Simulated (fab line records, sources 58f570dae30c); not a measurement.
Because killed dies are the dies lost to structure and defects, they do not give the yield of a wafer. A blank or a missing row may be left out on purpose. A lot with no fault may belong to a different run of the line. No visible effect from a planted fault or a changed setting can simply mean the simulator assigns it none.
fab line records    flow berkeley_cmos170
record lots=5  wafers=23
route steps=331 shown NWELL@15 PLDD@149 SPACER@171 NSD@195 SDANNEAL@204 M1@250 V1@261
start_h: hours from the record's opening day to when the first of the lot's shown wafers began    wait_h: time in hours since the lot's previous step    " same as the row above    L1.1+2: one row covering several wafers at once    - value missing, or start not given    * or withheld: withheld    < > ~ a bound
route shown NAME@n: NAME is a module with steps in the file, n the number in the route of the first one    usual: mean and standard deviation over wafers with no fault    same: alike in all rows    chamber/n: place in a boat    sites: readings site by site    _std_site: the values' standard deviation    _edge_site: the outer-site mean with the inner-site mean subtracted    radius_mm: for every site, how far away it sits from the centre of the wafer    mask NAME#n: copy n    behind: the tool/chamber that last shaped the wafer    hold: reason for holding the lot/hours on hold/outcome of the hold    device: names the non-switching transistor (n, p or np)    end of line: tests of these same wafers at the route's end    for a step that has no rows: nothing shown but its recipe    killed: at the first sort, the dies lost to defects and structure; wafer yield is something else    map: per-die view of a wafer (x killed, . not killed, _ where there is no die)
set.NAME: the run value of the setting; set.NAME@STEP: its run value at that earlier step    model.NAME: the simulator's own value behind a step, which no gauge read
lots run with intentionally changed settings; tables by step, rows by wafer
## steps
# step UCB170_NWELL_OXIDATION_01
# recipe temp_c=1000  ambient=O2  target_thk_a=264  ox_time_s=1260
lot.wafer  tool        chamber  start_h  wait_h  set.temp_c  model.SiO2_of_NWELL_OXIDATION_01.thk_nm
L074.1     -           -        -        4.5     1000        26.42
L074.2     "           -        "        "       1000        26.55
L074.3     "           -        "        "       1000        26.38
L074.5     "           -        "        "       1000        26.53
L074.6     "           -        "        "       1000        26.16
L076.4     furnace-04  0        36.64    5.4     1000        25.77
L076.5     "           0        "        "       1000        26.09
L076.6     "           0        "        "       1000        26.18
L077.1     -           -        -        7.8     1000        25.68
L077.2     "           -        "        "       1000        25.9
L077.3     "           -        "        "       1000        25.26
L077.4     "           -        "        "       1000        25.51
L077.6     "           -        "        "       1000        25.79
L078.1     -           -        -        0.5     1017        30.73
L078.2     "           -        "        "       1017        31.29
L078.3     "           -        "        "       1017        31.03
L078.4     "           -        "        "       1017        31.01
L078.6     "           -        "        "       1017        30.95
L082.1     -           -        -        0.7     1009        28.09
L082.2     "           -        "        "       1009        28.15
L082.3     "           -        "        "       1009        27.81
L082.4     "           -        "        "       1009        28.47
L082.6     "           -        "        "       1009        27.92
# step UCB170_NWELL_THK_MEAS_02
# recipe reads=SiO2_of_NWELL_OXIDATION_01
# usual NWELL_OXIDE_THK=26.2/0.59
lot.wafer  tool           chamber  start_h  wait_h  set.temp_c@NWELL_OXIDATION_01  NWELL_OXIDE_THK[nm]
L074.1     film_metro-04  -        -        -       1000                           26.5
L074.2     "              -        "        "       1000                           26.5
L074.3     "              -        "        "       1000                           26.3
L074.5     "              -        "        "       1000                           26.5
L074.6     "              -        "        "       1000                           26.2
L076.4     film_metro-01  -        38.02    0.0     1000                           25.7
L076.5     "              -        "        "       1000                           26.1
L076.6     "              -        "        "       1000                           26.1
L077.1     film_metro-01  -        -        -       1000                           25.7
L077.2     "              -        "        "       1000                           25.9
L077.3     "              -        "        "       1000                           25.3
L077.4     "              -        "        "       1000                           25.5
L077.6     "              -        "        "       1000                           25.8
L078.1     film_metro-04  -        -        -       1017                           30.7
L078.2     "              -        "        "       1017                           31.3
L078.3     "              -        "        "       1017                           31.0
L078.4     "              -        "        "       1017                           31.0
L078.6     "              -        "        "       1017                           30.9
L082.1     film_metro-01  -        -        -       1009                           28.1
L082.2     "              -        "        "       1009                           28.1
L082.3     "              -        "        "       1009                           27.8
L082.4     "              -        "        "       1009                           28.5
L082.6     "              -        "        "       1009                           27.9
# step UCB170_NWELL_IMPLANT_14
# recipe species=P  dose_cm2=1e+13  energy_kev=150  tilt_deg=7
lot.wafer   tool          chamber  start_h  wait_h  set.energy_kev  model.implant.rp_nm  model.implant.drp_nm
L074.1+2    implanter-02  0        39.94    0.1     154.4           202.4                64.11
L074.3+5+6  "             0        "        "       150             196.4                62.72
L076.4+5+6  implanter-01  0        49.22    0.1     150             197.5                62.72
L077.1+2+4  implanter-04  0        56.79    0.1     150             195.7                62.72
L077.3+6    "             0        "        "       144.8           188.7                61.02
L078.1+3+4  implanter-02  0        57.13    0.1     141.1           182.7                59.79
L078.2+6    "             0        "        "       150             194.8                62.72
L082.1+4    implanter-01  0        71.86    0.1     158.2           196.1                65.27
L082.2+3+6  "             0        "        "       150             185.5                62.72
# step UCB170_PLDD_PEB_04
# recipe peb_temp_c=130  peb_time_s=withheld  resist=KrF
lot.wafer       tool            chamber  start_h  wait_h  set.peb_temp_c
L074.1+3        litho_track-03  0        135.98   0.3     132.9
L074.2+5+6      "               0        "        "       130
L076.4+5+6      litho_track-02  0        142.47   0.1     130
L077.1+2+3      litho_track-04  0        147.19   0.6     132.8
L077.4+6        "               0        "        "       130
L078.1+2+3+4+6  litho_track-04  0        153.87   0.3     130
L082.1+6        litho_track-03  0        167.22   0.5     127.3
L082.2+3+4      "               0        "        "       130
# step UCB170_PLDD_DEVELOP_05
# recipe developer=TMAH  develop_time_s=45  resist=KrF  dev_temp_c=21
# step UCB170_PLDD_CD_MEAS_06
# recipe target_cd_nm=1200
# usual cd_nm=1200.5/1.5
lot.wafer  tool       chamber  start_h  wait_h  set.peb_temp_c@PLDD_PEB_04  cd_nm
L074.1     cd_sem-02  -        136.25   -       132.9                       1218.1
L074.2     "          -        "        "       130                         1202.3
L074.3     "          -        "        "       132.9                       1217.7
L074.5     "          -        "        "       130                         1200.6
L074.6     "          -        "        "       130                         1201.6
L076.4     cd_sem-01  -        142.73   -       130                         1201.0
L076.5     "          -        "        "       130                         1201.2
L076.6     "          -        "        "       130                         1200.7
L077.1     cd_sem-01  -        147.48   -       132.8                       1217.9
L077.2     "          -        "        "       132.8                       1218.9
L077.3     "          -        "        "       132.8                       1217.4
L077.4     "          -        "        "       130                         1201.6
L077.6     "          -        "        "       130                         1202.9
L078.1     cd_sem-02  -        154.14   -       130                         1198.0
L078.2     "          -        "        "       130                         1199.5
L078.3     "          -        "        "       130                         1199.3
L078.4     "          -        "        "       130                         1198.7
L078.6     "          -        "        "       130                         1199.2
L082.1     cd_sem-02  -        167.49   -       127.3                       1180.5
L082.2     "          -        "        "       130                         1201.9
L082.3     "          -        "        "       130                         1200.4
L082.4     "          -        "        "       130                         1199.7
L082.6     "          -        "        "       127.3                       1179.9
# step UCB170_PLDD_IMPLANT_09
# recipe species=BF2  dose_cm2=5e+13  energy_kev=10  tilt_deg=7  rotation_deg=180
lot.wafer       tool          chamber  start_h  wait_h  set.energy_kev  model.implant.rp_nm  model.implant.drp_nm
L074.1+2+6      implanter-03  0        136.56   0.1     10.52           10.63                6.22
L074.3+5        "             0        "        "       10              10.23                6.005
L076.4+5+6      implanter-01  0        143.05   0.1     10              10.2                 6.005
L077.1+2+3+4+6  implanter-01  0        147.79   0.1     10              10.19                6.005
L078.1+3+4      implanter-03  0        154.45   0.1     10              10.16                6.005
L078.2+6        "             0        "        "       9.729           9.95                 5.891
L082.1+2+3+4+6  implanter-04  0        167.82   0.1     10              10.11                6.005
# step UCB170_SPACER_CVD_00
# recipe material=SiO2  target_thk_nm=376  temp_c=390  precursor=TEOS/O2  time_s=47  rf_w=550  pressure_mtorr=9000
lot.wafer  tool      chamber  start_h  wait_h  set.time_s  model.SiO2_of_SPACER_CVD_00.thk_nm
L074.1     pecvd-03  2        139.92   0.0     51.38       409.4
L074.2     "         1        "        "       47          370.4
L074.3     "         0        "        "       47          368.2
L074.5     "         1        "        "       47          377.2
L074.6     "         2        "        "       51.38       413.1
L076.4     pecvd-03  1        145.56   0.0     47          377.2
L076.5     "         2        "        "       47          375.3
L076.6     "         0        "        "       47          378.4
L077.1     pecvd-01  0        150.37   0.0     51.45       410.4
L077.2     "         2        "        "       51.45       412.4
L077.3     "         1        "        "       47          375.5
L077.4     "         1        "        "       47          384.6
L077.6     "         2        "        "       47          383.2
L078.1     pecvd-03  0        157.07   0.0     47          374
L078.2     "         2        "        "       47          378
L078.3     "         1        "        "       47          368.8
L078.4     "         1        "        "       47          377.3
L078.6     "         0        "        "       47          380.8
L082.1     pecvd-01  1        170.01   0.0     47          374
L082.2     "         2        "        "       47          376
L082.3     "         0        "        "       45.04       362.6
L082.4     "         1        "        "       45.04       366.1
L082.6     "         0        "        "       45.04       367.8
# step UCB170_SPACER_THK_MEAS_01
# recipe reads=SiO2_of_SPACER_CVD_00
# usual SPACER_TEOS_THK=377/4.3
lot.wafer  tool           chamber  start_h  wait_h  set.time_s@SPACER_CVD_00  SPACER_TEOS_THK[nm]
L074.1     film_metro-01  -        139.96   0.0     51.38                     409
L074.2     "              -        "        "       47                        371
L074.3     "              -        "        "       47                        369
L074.5     "              -        "        "       47                        377
L074.6     "              -        "        "       51.38                     413
L076.4     film_metro-01  -        145.61   0.0     47                        377
L076.5     "              -        "        "       47                        375
L076.6     "              -        "        "       47                        378
L077.1     film_metro-03  -        150.42   0.0     51.45                     411
L077.2     "              -        "        "       51.45                     413
L077.3     "              -        "        "       47                        376
L077.4     "              -        "        "       47                        384
L077.6     "              -        "        "       47                        383
L078.1     film_metro-04  -        157.11   0.0     47                        374
L078.2     "              -        "        "       47                        378
L078.3     "              -        "        "       47                        369
L078.4     "              -        "        "       47                        377
L078.6     "              -        "        "       47                        381
L082.1     film_metro-01  -        170.05   0.0     47                        374
L082.2     "              -        "        "       47                        376
L082.3     "              -        "        "       45.04                     362
L082.4     "              -        "        "       45.04                     366
L082.6     "              -        "        "       45.04                     368
# step UCB170_SPACER_ANNEAL_02
# recipe temp_c=900  time_s=1800  ambient=N2
# step UCB170_SPACER_ETCHBACK_03
# recipe stop_on=Si  target=SiO2  chemistry=CHF3/CF4/Ar  CHF3_flow_sccm=50  cf4_flow_sccm=10  Ar_flow_sccm=120  pressure_mtorr=200  rf_w=500  target_depth_a=3760  time_s=100
# usual oes_product_au=0.898/0.015
lot.wafer  tool         chamber  start_h  wait_h  set.time_s@SPACER_CVD_00  oes_product_au  model.etch.depth_nm
L074.1     rie_diel-04  2        144.33   0.0     51.38                     0.951           -
L074.2     "            0        "        "       47                        0.894           -
L074.3     "            1        "        "       47                        0.873           368.2
L074.5     "            1        "        "       47                        0.891           377.2
L074.6     "            0        "        "       51.38                     0.963           -
L076.4     rie_diel-02  2        150.24   0.0     47                        0.872           377.2
L076.5     "            0        "        "       47                        0.893           375.3
L076.6     "            3        "        "       47                        0.897           378.4
L077.1     rie_diel-01  1        155.14   0.0     51.45                     0.960           410.4
L077.2     "            2        "        "       51.45                     0.969           412.4
L077.3     "            0        "        "       47                        0.895           375.5
L077.4     "            3        "        "       47                        0.930           384.6
L077.6     "            0        "        "       47                        0.913           383.2
L078.1     rie_diel-01  2        160.54   0.0     47                        0.906           374
L078.2     "            0        "        "       47                        0.900           378
L078.3     "            1        "        "       47                        0.884           368.8
L078.4     "            3        "        "       47                        0.924           377.3
L078.6     "            3        "        "       47                        0.927           380.8
L082.1     rie_diel-01  0        174.92   0.0     47                        0.895           374
L082.2     "            3        "        "       47                        0.918           376
L082.3     "            1        "        "       45.04                     0.880           362.6
L082.4     "            2        "        "       45.04                     0.891           366.1
L082.6     "            1        "        "       45.04                     0.889           367.8
# step UCB170_NSD_IMPLANT_08
# recipe species=P  dose_cm2=3e+15  energy_kev=40  tilt_deg=7
lot.wafer       tool          chamber  start_h  wait_h  set.energy_kev  model.implant.rp_nm  model.implant.drp_nm
L074.1+2+3+5+6  implanter-02  0        147.93   0.0     40              48.6                 21.16
L076.4+5+6      implanter-01  0        154.25   0.1     40              48.92                21.16
L077.1+2+3+4+6  implanter-01  0        158.37   0.0     40              48.54                21.16
L078.1+4        implanter-04  0        164.95   0.0     40              49.62                21.16
L078.2+3+6      "             0        "        "       37.66           46.77                20.1
L082.1+4+6      implanter-02  0        179.31   0.0     40              48.01                21.16
L082.2+3        "             0        "        "       42.12           50.52                22.1
# step UCB170_NSD_STRIP_09
# recipe chemistry=O2  power_w=400  pressure_mtorr=3500  platen_temp_c=withheld  o2_flow_sccm=400  overash_fraction=0.5
# usual strip_time_to_endpoint_s=35.89/0.062
lot.wafer  tool             chamber  start_h  wait_h  set.energy_kev@NSD_IMPLANT_08  strip_time_to_endpoint_s
L074.1     plasma_asher-01  0        148.08   0.1     40                             35.75
L074.2     "                1        "        "       40                             35.79
L074.3     "                0        "        "       40                             35.79
L074.5     "                1        "        "       40                             35.79
L074.6     "                0        "        "       40                             35.81
L076.4     plasma_asher-01  0        154.36   0.1     40                             35.92
L076.5     "                1        "        "       40                             35.86
L076.6     "                0        "        "       40                             35.89
L077.1     plasma_asher-01  0        158.52   0.1     40                             35.89
L077.2     "                1        "        "       40                             35.89
L077.3     "                1        "        "       40                             35.87
L077.4     "                0        "        "       40                             35.97
L077.6     "                1        "        "       40                             35.98
L078.1     plasma_asher-02  0        165.10   0.1     40                             35.85
L078.2     "                1        "        "       37.66                          35.06
L078.3     "                0        "        "       37.66                          34.97
L078.4     "                1        "        "       40                             35.85
L078.6     "                1        "        "       37.66                          35.06
L082.1     plasma_asher-01  0        179.46   0.1     40                             35.99
L082.2     "                1        "        "       42.12                          36.72
L082.3     "                1        "        "       42.12                          36.66
L082.4     "                0        "        "       40                             35.93
L082.6     "                0        "        "       40                             35.92
# step UCB170_SDANNEAL_RTA_00
# recipe temp_c=900  time_s=10  ambient=N2
lot.wafer       tool           chamber  start_h  wait_h  set.time_s
L074.1+2+3+5+6  rtp_anneal-02  0        149.48   0.0     10
L076.4+5+6      rtp_anneal-02  0        155.44   0.0     10
L077.1+3        rtp_anneal-02  0        161.10   0.0     11.32
L077.2+4+6      "              0        "        "       10
L078.1+2        rtp_anneal-02  0        166.78   0.0     10.57
L078.3+4+6      "              0        "        "       10
L082.1+3+4      rtp_anneal-02  0        181.19   0.0     10.89
L082.2+6        "              0        "        "       10
# step UCB170_SDANNEAL_RTA_01
# recipe temp_c=1050  time_s=5  ambient=N2
# step UCB170_SDANNEAL_RS_MEAS_03
# recipe thk_meas_gauge=four-point-probe
# usual NSD_RS=37.26/0.11
lot.wafer  tool           chamber  start_h  wait_h  set.energy_kev@NSD_IMPLANT_08  NSD_RS[ohm/sq]
L074.1     film_metro-02  -        149.73   0.1     40                             37.32
L074.2     "              -        "        "       40                             37.37
L074.3     "              -        "        "       40                             37.49
L074.5     "              -        "        "       40                             37.41
L074.6     "              -        "        "       40                             37.39
L076.4     film_metro-03  -        155.71   0.1     40                             37.26
L076.5     "              -        "        "       40                             37.16
L076.6     "              -        "        "       40                             37.05
L077.1     film_metro-02  -        161.35   0.1     40                             37.20
L077.2     "              -        "        "       40                             37.14
L077.3     "              -        "        "       40                             37.25
L077.4     "              -        "        "       40                             37.24
L077.6     "              -        "        "       40                             37.16
L078.1     film_metro-02  -        167.02   0.1     40                             37.30
L078.2     "              -        "        "       37.66                          37.95
L078.3     "              -        "        "       37.66                          38.00
L078.4     "              -        "        "       40                             37.29
L078.6     "              -        "        "       37.66                          37.94
L082.1     film_metro-02  -        181.43   0.1     40                             37.09
L082.2     "              -        "        "       42.12                          36.66
L082.3     "              -        "        "       42.12                          36.62
L082.4     "              -        "        "       40                             37.19
L082.6     "              -        "        "       40                             37.16
# step UCB170_M1_METAL_ETCH_12
# recipe chemistry=Cl2/BCl3  target=Al  stop_on=PSG  pressure_mtorr=12  target_depth_a=7800  over_etch_frac=0.3  time_s=130  icp_w=600  bias_w=120  Cl2_flow_sccm=90  bcl3_flow_sccm=45
lot.wafer  tool          chamber  start_h  wait_h  set.icp_w  model.KrF_of_M1_COAT_04.thk_nm
L074.1     rie_metal-02  1        157.03   -       600        435
L074.2     "             0        "        "       600        430.4
L074.3     "             1        "        "       623.6      420.9
L074.5     "             1        "        "       600        436.5
L074.6     "             0        "        "       623.6      418.4
L076.4     rie_metal-01  0        166.30   -       600        450.3
L076.5     "             0        "        "       600        451.6
L076.6     "             1        "        "       600        448.1
L077.1     rie_metal-03  1        169.56   -       600        444.8
L077.2     "             0        "        "       558        478
L077.3     "             1        "        "       600        444.9
L077.4     "             0        "        "       600        453.2
L077.6     "             1        "        "       558        478.9
L078.1     rie_metal-01  0        178.80   -       600        441.8
L078.2     "             1        "        "       546.9      472.7
L078.3     "             1        "        "       600        436.4
L078.4     "             0        "        "       546.9      476.5
L078.6     "             0        "        "       546.9      472.8
L082.1     rie_metal-03  1        190.48   -       600        446.6
L082.2     "             0        "        "       600        458.3
L082.3     "             1        "        "       600        449.9
L082.4     "             0        "        "       600        453.6
L082.6     "             1        "        "       600        447.6
# step UCB170_V1_COAT_07
# recipe resist=KrF  spin_rpm=1500  resist_thk_nm=900
lot.wafer  tool            chamber  start_h  wait_h  set.resist_thk_nm  model.KrF_of_V1_COAT_07.thk_nm
L074.1     litho_track-04  0        163.93   0.1     900                905.9
L074.2     "               0        "        "       900                905.2
L074.3     "               0        "        "       900                903.8
L074.5     "               0        "        "       900                905.4
L074.6     "               0        "        "       900                901.4
L076.4     litho_track-02  0        172.26   0.1     900                902.5
L076.5     "               0        "        "       900                901.8
L076.6     "               0        "        "       900                902.3
L077.1     litho_track-04  0        176.71   0.1     858                861.4
L077.2     "               0        "        "       858                860.1
L077.3     "               0        "        "       900                901.8
L077.4     "               0        "        "       900                901.4
L077.6     "               0        "        "       858                861
L078.1     litho_track-04  0        185.66   0.1     900                903.6
L078.2     "               0        "        "       900                901
L078.3     "               0        "        "       930.2              932.4
L078.4     "               0        "        "       930.2              934.9
L078.6     "               0        "        "       900                901.2
L082.1     litho_track-04  0        196.45   0.1     900                900
L082.2     "               0        "        "       857.4              857.5
L082.3     "               0        "        "       900                901.4
L082.4     "               0        "        "       857.4              856.6
L082.6     "               0        "        "       900                900.1
# step UCB170_V1_ETCH_14
# recipe chemistry=CHF3/CF4/Ar  target=SiO2  stop_on=Al  CHF3_flow_sccm=45  cf4_flow_sccm=15  Ar_flow_sccm=150  pressure_mtorr=200  rf_w=700  target_depth_a=12500  over_etch_frac=0.25  time_s=291
lot.wafer  tool         chamber  start_h  wait_h  set.time_s  set.resist_thk_nm@V1_COAT_07  model.KrF_of_V1_COAT_07.thk_nm
L074.1     rie_diel-01  1        165.48   0.0     291         900                           610.6
L074.2     "            3        "        "       274.4       900                           621.8
L074.3     "            2        "        "       274.4       900                           625.5
L074.5     "            0        "        "       291         900                           599.3
L074.6     "            3        "        "       291         900                           601
L076.4     rie_diel-03  0        173.77   0.0     291         900                           608.6
L076.5     "            3        "        "       291         900                           613.6
L076.6     "            2        "        "       291         900                           603.3
L077.1     rie_diel-03  0        177.86   0.0     333.3       858                           531.7
L077.2     "            2        "        "       333.3       858                           519.6
L077.3     "            1        "        "       291         900                           619.2
L077.4     "            3        "        "       333.3       900                           572.9
L077.6     "            3        "        "       291         858                           572.4
L078.1     rie_diel-01  3        186.64   0.0     291         900                           604.8
L078.2     "            2        "        "       291         900                           607.1
L078.3     "            0        "        "       291         930.2                         628.7
L078.4     "            1        "        "       291         930.2                         640
L078.6     "            1        "        "       291         900                           607.3
L082.1     rie_diel-04  1        198.08   0.0     291         900                           611.6
L082.2     "            3        "        "       332.9       857.4                         528.2
L082.3     "            0        "        "       332.9       900                           583.6
L082.4     "            2        "        "       291         857.4                         569
L082.6     "            3        "        "       291         900                           608.4
# step UCB170_V1_STRIP_15
# recipe chemistry=O2  power_w=400  pressure_mtorr=3500  platen_temp_c=withheld  o2_flow_sccm=400  overash_fraction=0.5
# usual strip_time_to_endpoint_s=15.32/0.15
lot.wafer  tool             chamber  start_h  wait_h  set.resist_thk_nm@V1_COAT_07  set.time_s@V1_ETCH_14  strip_time_to_endpoint_s
L074.1     plasma_asher-01  0        165.66   0.1     900                           291                    15.33
L074.2     "                1        "        "       900                           274.4                  15.58
L074.3     "                1        "        "       900                           274.4                  15.66
L074.5     "                0        "        "       900                           291                    15.07
L074.6     "                1        "        "       900                           291                    15.11
L076.4     plasma_asher-02  0        173.98   0.1     900                           291                    15.28
L076.5     "                0        "        "       900                           291                    15.39
L076.6     "                1        "        "       900                           291                    15.15
L077.1     plasma_asher-01  0        178.03   0.1     858                           333.3                  13.47
L077.2     "                1        "        "       858                           333.3                  13.17
L077.3     "                1        "        "       900                           291                    15.54
L077.4     "                0        "        "       900                           333.3                  14.43
L077.6     "                0        "        "       858                           291                    14.41
L078.1     plasma_asher-04  0        186.81   0.1     900                           291                    15.18
L078.2     "                1        "        "       900                           291                    15.23
L078.3     "                1        "        "       930.2                         291                    15.75
L078.4     "                0        "        "       930.2                         291                    15.95
L078.6     "                1        "        "       900                           291                    15.23
L082.1     plasma_asher-02  0        198.26   0.1     900                           291                    15.36
L082.2     "                1        "        "       857.4                         332.9                  13.37
L082.3     "                0        "        "       900                           332.9                  14.69
L082.4     "                1        "        "       857.4                         291                    14.34
L082.6     "                1        "        "       900                           291                    15.27
## key
split step=UCB170_NWELL_OXIDATION_01  setting=temp_c  stated=1000  by=lot
response step=UCB170_NWELL_OXIDATION_01  reading=model.SiO2_of_NWELL_OXIDATION_01.thk_nm  change=+2.85  per=1%  r=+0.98
response step=UCB170_NWELL_THK_MEAS_02  reading=NWELL_OXIDE_THK  change=+2.85  per=1%  r=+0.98
split step=UCB170_NWELL_IMPLANT_14  setting=energy_kev  stated=150  by=wafer
response step=UCB170_NWELL_IMPLANT_14  reading=model.implant.rp_nm  change=+2  per=1%  r=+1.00
response step=UCB170_NWELL_IMPLANT_14  reading=model.implant.drp_nm  change=+0.482  per=1%  r=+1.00
split step=UCB170_PLDD_PEB_04  setting=peb_temp_c  stated=130  by=wafer
response step=UCB170_PLDD_CD_MEAS_06  reading=cd_nm  change=+8.12  per=1%  r=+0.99
split step=UCB170_PLDD_IMPLANT_09  setting=energy_kev  stated=10  by=wafer
response step=UCB170_PLDD_IMPLANT_09  reading=model.implant.rp_nm  change=+0.0765  per=1%  r=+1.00
response step=UCB170_PLDD_IMPLANT_09  reading=model.implant.drp_nm  change=+0.0414  per=1%  r=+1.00
split step=UCB170_SPACER_CVD_00  setting=time_s  stated=47  by=wafer
response step=UCB170_SPACER_CVD_00  reading=model.SiO2_of_SPACER_CVD_00.thk_nm  change=+3.57  per=1%  r=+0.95
response step=UCB170_SPACER_THK_MEAS_01  reading=SPACER_TEOS_THK  change=+3.58  per=1%  r=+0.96
response step=UCB170_SPACER_ETCHBACK_03  reading=oes_product_au  change=+0.00641  per=1%  r=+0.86
response step=UCB170_SPACER_ETCHBACK_03  reading=model.etch.depth_nm  change=+3.05  per=1%  r=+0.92
split step=UCB170_NSD_IMPLANT_08  setting=energy_kev  stated=40  by=wafer
response step=UCB170_NSD_IMPLANT_08  reading=model.implant.rp_nm  change=+0.481  per=1%  r=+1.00
response step=UCB170_NSD_IMPLANT_08  reading=model.implant.drp_nm  change=+0.18  per=1%  r=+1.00
response step=UCB170_NSD_STRIP_09  reading=strip_time_to_endpoint_s  change=*  per=1%  r=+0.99
response step=UCB170_SDANNEAL_RS_MEAS_03  reading=NSD_RS  change=-0.105  per=1%  r=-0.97
split step=UCB170_SDANNEAL_RTA_00  setting=time_s  stated=10  by=wafer
response none clear
split step=UCB170_M1_METAL_ETCH_12  setting=icp_w  stated=600  by=wafer
response step=UCB170_M1_METAL_ETCH_12  reading=model.KrF_of_M1_COAT_04.thk_nm  change=-4.07  per=1%  r=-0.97
split step=UCB170_V1_COAT_07  setting=resist_thk_nm  stated=900  by=wafer
response step=UCB170_V1_COAT_07  reading=model.KrF_of_V1_COAT_07.thk_nm  change=+9.06  per=1%  r=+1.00
response step=UCB170_V1_ETCH_14  reading=model.KrF_of_V1_COAT_07.thk_nm  slope=+9.64  per=1%  together_with=time_s@V1_ETCH_14  explained=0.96
response step=UCB170_V1_STRIP_15  reading=strip_time_to_endpoint_s  slope=*  per=1%  together_with=time_s@V1_ETCH_14  explained=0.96
split step=UCB170_V1_ETCH_14  setting=time_s  stated=291  by=wafer
response step=UCB170_V1_ETCH_14  reading=model.KrF_of_V1_COAT_07.thk_nm  slope=-2.81  per=1%  together_with=resist_thk_nm@V1_COAT_07  explained=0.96
response step=UCB170_V1_STRIP_15  reading=strip_time_to_endpoint_s  slope=*  per=1%  together_with=resist_thk_nm@V1_COAT_07  explained=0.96
